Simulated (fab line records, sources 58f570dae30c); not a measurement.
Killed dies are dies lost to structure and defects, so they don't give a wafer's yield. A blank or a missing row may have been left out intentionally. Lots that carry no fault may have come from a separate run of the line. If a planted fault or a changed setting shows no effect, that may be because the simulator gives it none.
Split-lot experiment + flow berkeley_cmos170 + 23 wafers read across 5 lots, on a route 331 steps long

ON THE SPLIT
At UCB170_M1_SPUTTER_00 (material Al, target thk 600 nm, time 80 s), the setting time_s was moved away from the recipe's 80 s on 7 of the 23 wafers read, by -11.8% to +11.4%. For the rest of the wafers, this setting stayed at what the recipe calls for.

FROM THE SPLIT TO THE READING: what the file shows between them, 5 steps
- UCB170_M1_RS_MEAS_01: measures by four-point-probe
- UCB170_M1_THK_MEAS_02: measures by xrf
- UCB170_M1_COAT_03
- UCB170_M1_COAT_04: resist thk 900 nm
- UCB170_M1_ETCH_11: etches BARC in N2/H2

THE READING
oes_product_au, in a.u., at UCB170_M1_METAL_ETCH_12 (etches Al in Cl2/BCl3, stops on PSG, target depth 780 nm, time 130 s). A value of 0.854 a.u. with a standard deviation of 0.01 a.u. is what fault-free wafers of this fab line usually give.

| wafer  | tool, chamber at the split | time_s as run, s | against the recipe | oes_product_au, a.u. | against lot-mates on the recipe |
|--------|----------------------------|------------------|--------------------|----------------------|---------------------------------|
| L074.1 | pvd_sputter-02, -          | 89.1             | +11.4%             | 0.909                | +0.050                          |
| L074.2 | pvd_sputter-02, -          | 80               | recipe             | 0.861                | -                               |
| L074.3 | pvd_sputter-02, -          | 80               | recipe             | 0.853                | -                               |
| L074.4 | pvd_sputter-02, -          | 89.1             | +11.4%             | 0.912                | +0.053                          |
| L074.6 | pvd_sputter-02, -          | 80               | recipe             | 0.862                | -                               |
| L076.1 | pvd_sputter-03, -          | 70.6             | -11.8%             | 0.813                | -0.056                          |
| L076.2 | pvd_sputter-03, -          | 80               | recipe             | 0.868                | -                               |
| L076.3 | pvd_sputter-03, -          | 80               | recipe             | 0.872                | -                               |
| L076.4 | pvd_sputter-03, -          | 80               | recipe             | 0.867                | -                               |
| L076.6 | pvd_sputter-03, -          | 70.6             | -11.8%             | 0.806                | -0.063                          |
| L080.1 | pvd_sputter-02, -          | 74.89            | -6.4%              | 0.811                | -0.037                          |
| L080.3 | pvd_sputter-02, -          | 74.89            | -6.4%              | 0.817                | -0.032                          |
| L080.4 | pvd_sputter-02, -          | 74.89            | -6.4%              | 0.817                | -0.032                          |
| L080.5 | pvd_sputter-02, -          | 80               | recipe             | 0.848                | -                               |
| L080.6 | pvd_sputter-02, -          | 80               | recipe             | 0.849                | -                               |
| L079.1 | pvd_sputter-03, -          | 80               | recipe             | 0.837                | -                               |
| L079.3 | pvd_sputter-03, -          | 80               | recipe             | 0.855                | -                               |
| L079.4 | pvd_sputter-03, -          | 80               | recipe             | 0.840                | -                               |
| L079.5 | pvd_sputter-03, -          | 80               | recipe             | 0.855                | -                               |
| L079.6 | pvd_sputter-03, -          | 80               | recipe             | 0.847                | -                               |
| L082.1 | pvd_sputter-03, -          | 80               | recipe             | 0.834                | -                               |
| L082.3 | pvd_sputter-03, -          | 80               | recipe             | 0.843                | -                               |
| L082.4 | pvd_sputter-03, -          | 80               | recipe             | 0.847                | -                               |

THE FIT
A straight line over all 23 wafers: oes_product_au changes by +0.00465 a.u. for each +1% of time_s; r = +0.92; the points scatter about the line by 0.011 a.u.
The same after taking each lot's own level away (the mean of its wafers on the recipe; 23 wafers): +0.00487 a.u. for each +1%; r = +0.98; scatter 0.005 a.u.
Per that fit: largest time_s move, reading shift of 0.057 a.u.
Measured against the standard deviation above, the lots' own levels, which go from 0.8413 to 0.8690 a.u., span 2.8 times it.
The two slopes agree, so the slope changes little with the lot-to-lot level.
Check: -0.0587 a.u. against its lot-mates is what the line predicts for one of the wafers moved furthest among these (-11.8%) when that wafer is left out of the fit. It came out at -0.056 a.u. against them.

THESE WAFERS: OTHER SPLITS
Note: prior to the reading, these wafers also went through further splits. Each is held against what the fit with the lots' levels taken away leaves over:
| other split on the same wafers        | wafers away from the commonest value | r with oes_product_au (lot level and that fit taken away) |
|---------------------------------------|--------------------------------------|-----------------------------------------------------------|
| UCB170_NSD_IMPLANT_08 dose_cm2        | 7                                    | -0.04                                                     |
| UCB170_BACKSIDE_COAT_01 spin_rpm      | 5                                    | -0.01                                                     |
| UCB170_SILICIDE_SPUTTER_01 time_s     | 10                                   | +0.17                                                     |
| UCB170_CONTACT_ETCH_18 over_etch_frac | 11                                   | -0.14                                                     |

THE WHOLE CHAIN: every reading that the file lists as answering this split, in the file's order
| step                    | what it does                                                         | reading                                                                     | change (the file's fit)                   | r (the file's) |
|-------------------------|----------------------------------------------------------------------|-----------------------------------------------------------------------------|-------------------------------------------|----------------|
| UCB170_M1_SPUTTER_00    | material Al, target thk 600 nm, time 80 s                            | Al_of_M1_SPUTTER_00.thk_nm (the simulator's own value, which no gauge read) | +6.08 nm for each +1% of the setting      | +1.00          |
| UCB170_M1_RS_MEAS_01    | measures by four-point-probe                                         | M1_AL_RS                                                                    | -0.000514 for each +1% of the setting     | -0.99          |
| UCB170_M1_THK_MEAS_02   | measures by xrf                                                      | M1_AL_THK                                                                   | +6.23 for each +1% of the setting         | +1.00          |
| UCB170_M1_METAL_ETCH_12 | etches Al in Cl2/BCl3, stops on PSG, target depth 780 nm, time 130 s | oes_product_au                                                              | +0.00487 a.u. for each +1% of the setting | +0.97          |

THE FILE'S OWN FIT
oes_product_au changes by +0.00487 a.u. for each +1% of time_s, r = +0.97.
